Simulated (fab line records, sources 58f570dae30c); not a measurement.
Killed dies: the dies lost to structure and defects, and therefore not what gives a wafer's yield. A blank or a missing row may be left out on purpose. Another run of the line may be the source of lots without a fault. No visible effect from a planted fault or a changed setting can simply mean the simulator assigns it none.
Which tool did it?    flow berkeley cmos170    15 lots, 45 wafers sampled, at 5 steps of a route of 331

WHAT THE GAUGES READ, wafer by wafer
UCB170_V2_THK_MEAS_04.
lot   measured      on             V2_POLISHED_THK (nm)
L584  day 8 14:47   film metro-04  1001.4 1001.0 1001.7
L585  day 9 01:48   film metro-02  998.1 999.0 999.6
L587  day 9 13:14   film metro-04  1000.7 999.9 1001.6
L589  day 9 13:38   film metro-02  1001.3 1000.3 999.7
L592  day 10 13:13  film metro-04  998.5 998.4 999.5
L591  day 10 12:11  film metro-04  1000.8 999.3 1000.8
L590  day 10 13:20  film metro-03  1001.1 1000.4 999.8
L594  day 10 20:13  film metro-03  1000.1 998.3 999.0
L593  day 10 22:22  film metro-02  750.0 750.8 748.6
L595  day 11 00:22  film metro-03  998.8 1000.4 999.7
L597  day 11 14:23  film metro-04  1000.5 1000.4 1000.3
L596  day 11 12:49  film metro-02  749.7 749.9 747.8
L600  day 12 05:29  film metro-04  998.6 1000.0 997.9
L599  day 12 08:00  film metro-04  747.6 750.5 747.7
L605  day 13 09:34  film metro-04  1000.4 1000.1 1000.4

UCB170_V2_OVL_MEAS_13.
lot   measured      on          V2_OVL (nm)
L584  day 8 16:19   overlay-01  -3 -1 -1
L585  day 9 02:59   overlay-02  8 14 9
L587  day 9 14:27   overlay-01  -5 -2 -7
L589  day 9 14:50   overlay-01  9 3 1
L592  day 10 14:48  overlay-02  2 6 11
L591  day 10 13:39  overlay-01  6 13 9
L590  day 10 15:04  overlay-02  -2 7 4
L594  day 10 21:50  overlay-01  16 12 12
L593  day 10 23:34  overlay-01  12 8 11
L595  day 11 02:08  overlay-02  -2 1 -5
L597  day 11 15:35  overlay-01  -10 -14 -3
L596  day 11 14:14  overlay-01  15 11 2
L600  day 12 06:50  overlay-01  4 11 9
L599  day 12 09:25  overlay-01  15 11 12
L605  day 13 10:45  overlay-01  5 2 1

WHAT TOOL EACH LOT RAN ON (gives the tool, then ch and the chambers of the sampled wafers, and finally the start)
lot   UCB170_PFIELD_STRIP_08               UCB170_CONTACT_ETCH_17              UCB170_V2_CMP_02
L584  plasma asher-02 ch 0,1, day 4 20:38  rie diel-02 ch 0,1,2, day 8 03:08   cmp-01 ch 1,2,3, day 8 14:25
L585  plasma asher-04 ch 0,1, day 5 15:06  rie diel-03 ch 0,2,3, day 8 15:40   cmp-01 ch 1,2,3, day 9 01:26
L587  plasma asher-03 ch 0,1, day 6 00:00  rie diel-03 ch 1,2, day 9 02:32     cmp-01 ch 1,2, day 9 12:49
L589  plasma asher-04 ch 0,1, day 6 00:13  rie diel-02 ch 0,2,3, day 9 02:50   cmp-01 ch 1,2,3, day 9 13:13
L592  plasma asher-04 ch 0,1, day 6 14:53  rie diel-03 ch 0,1,3, day 10 00:49  cmp-02 ch 0,2,3, day 10 12:48
L591  plasma asher-02 ch 0,1, day 6 15:24  rie diel-01 ch 0,2,3, day 10 00:34  cmp-01 ch 1,2,3, day 10 11:49
L590  plasma asher-03 ch 0,1, day 6 15:25  rie diel-01 ch 0,2,3, day 10 02:42  cmp-01 ch 1,2, day 10 12:58
L594  plasma asher-02 ch 0,1, day 6 23:08  rie diel-01 ch 0,2,3, day 10 09:32  cmp-02 ch 1,2,3, day 10 19:50
L593  plasma asher-03 ch 0,1, day 6 23:54  rie diel-02 ch 0,1,3, day 10 11:13  cmp-02 ch 0,3, day 10 21:58
L595  plasma asher-03 ch 0,1, day 7 05:58  rie diel-01 ch 0,1, day 10 11:25    cmp-01 ch 0,3, day 10 23:55
L597  plasma asher-04 ch 0,1, day 7 19:55  rie diel-01 ch 0,3, day 11 02:33    cmp-01 ch 0,1,3, day 11 14:07
L596  plasma asher-02 ch 0,1, day 7 20:10  rie diel-03 ch 0,3, day 11 02:20    cmp-02 ch 0,1,3, day 11 12:26
L600  plasma asher-03 ch 0,1, day 8 11:52  rie diel-03 ch 0,1,2, day 11 20:11  cmp-01 ch 1,3, day 12 05:03
L599  plasma asher-02 ch 0,1, day 8 11:56  rie diel-02 ch 0,2,3, day 11 21:58  cmp-02 ch 0,1,3, day 12 07:37
L605  plasma asher-02 ch 0,1, day 9 13:49  rie diel-01 ch 0,2,3, day 12 22:48  cmp-01 ch 0,2,3, day 13 09:08
- UCB170_PFIELD_STRIP_08: strips in O2.
- UCB170_CONTACT_ETCH_17: etches BARC in N2/H2.
- UCB170_V2_CMP_02: polishes SiO2.

AS READ BY THE TOOLS THEMSELVES (means over the sampled wafers that have a number; for cases with no such wafer, the mark the record gives instead)
UCB170_PFIELD_STRIP_08.
lot   tool             drypump motor current A (A)  oes product au (a.u.)  strip time to endpoint s (s)
L584  plasma asher-02  5.35                         0.739                  21.64
L585  plasma asher-04  5.44                         0.726                  21.60
L587  plasma asher-03  5.78                         0.734                  21.65
L589  plasma asher-04  5.45                         0.736                  21.72
L592  plasma asher-04  5.65                         0.732                  21.67
L591  plasma asher-02  5.35                         0.734                  21.63
L590  plasma asher-03  5.75                         0.737                  21.58
L594  plasma asher-02  5.49                         0.734                  21.62
L593  plasma asher-03  5.74                         0.737                  21.57
L595  plasma asher-03  5.75                         0.733                  21.68
L597  plasma asher-04  5.65                         0.736                  21.66
L596  plasma asher-02  5.48                         0.732                  21.62
L600  plasma asher-03  5.77                         0.730                  21.64
L599  plasma asher-02  5.48                         0.731                  21.64
L605  plasma asher-02  5.47                         0.734                  21.58

UCB170_CONTACT_ETCH_17.
lot   tool         drypump motor current A (A)  oes product au (a.u.)  throttle valve pct (%)
L584  rie diel-02  5.8                          1.013                  13.38
L585  rie diel-03  5.6                          0.990                  13.27
L587  rie diel-03  5.7                          0.981                  13.37
L589  rie diel-02  6.0                          1.005                  13.41
L592  rie diel-03  5.6                          1.011                  13.31
L591  rie diel-01  6.0                          1.002                  13.31
L590  rie diel-01  6.0                          1.009                  13.32
L594  rie diel-01  5.9                          1.005                  13.32
L593  rie diel-02  5.9                          1.007                  13.54
L595  rie diel-01  6.5                          1.026                  13.18
L597  rie diel-01  5.8                          1.008                  13.30
L596  rie diel-03  5.6                          1.007                  13.24
L600  rie diel-03  5.7                          0.990                  13.35
L599  rie diel-02  6.0                          1.005                  13.41
L605  rie diel-01  5.9                          1.001                  13.33

UCB170_V2_CMP_02.
lot   tool    motor current A (A)
L584  cmp-01  16.0
L585  cmp-01  15.8
L587  cmp-01  15.6
L589  cmp-01  16.2
L592  cmp-02  17.7
L591  cmp-01  16.0
L590  cmp-01  16.6
L594  cmp-02  17.8
L593  cmp-02  17.8
L595  cmp-01  15.5
L597  cmp-01  15.7
L596  cmp-02  17.0
L600  cmp-01  16.2
L599  cmp-02  17.1
L605  cmp-01  15.9

THE ANSWER, worked out from the rows above alone
Rule: the lots themselves supply what counts as usual. Put in order of their means at a reading, lots are off if they are a third of the lots or fewer, leave a main group of 4 or more, and stand apart from it by a gap of 3 or more times the standard deviation of the main group's means; of several such gaps the widest counts. A main group is skipped when, at the precision printed for the reading in the tables above, its means are all equal. Also off: a lot with no number at a reading for which 4 or more lots have one. Any other lot the step has rows for is counted as sound. Order of review: gauges by route order, followed by the tools' own readings, for which a lot's mean as printed above is used. At the first step where some lot is off, the reading lying furthest off is the one used; lots without a number count as furthest.
Off: L593, L596, L599, seen at UCB170_V2_THK_MEAS_04 (V2_POLISHED_THK). For the main group the mean is 999.9 nm and the standard deviation 0.82.
If a tool, at a process step before that reading, ran all the lots that are off and no sound lot after the first of them, it fits. Gauges at UCB170_V2_THK_MEAS_04: tried the same way as those tools. One fits: cmp-02 at UCB170_V2_CMP_02. A fault onset in the window from L594 (day 10 19:50, its last sound lot) to L593 (day 10 21:58, its first lot off) fits.

WHAT THE SIMULATOR HAD PUT IN
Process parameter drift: cmp-02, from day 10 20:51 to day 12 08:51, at UCB170_V2_CMP_02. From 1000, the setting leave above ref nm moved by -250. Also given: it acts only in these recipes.
Lots struck among those shown: L593, L596, L599. Same finding as the rule above.
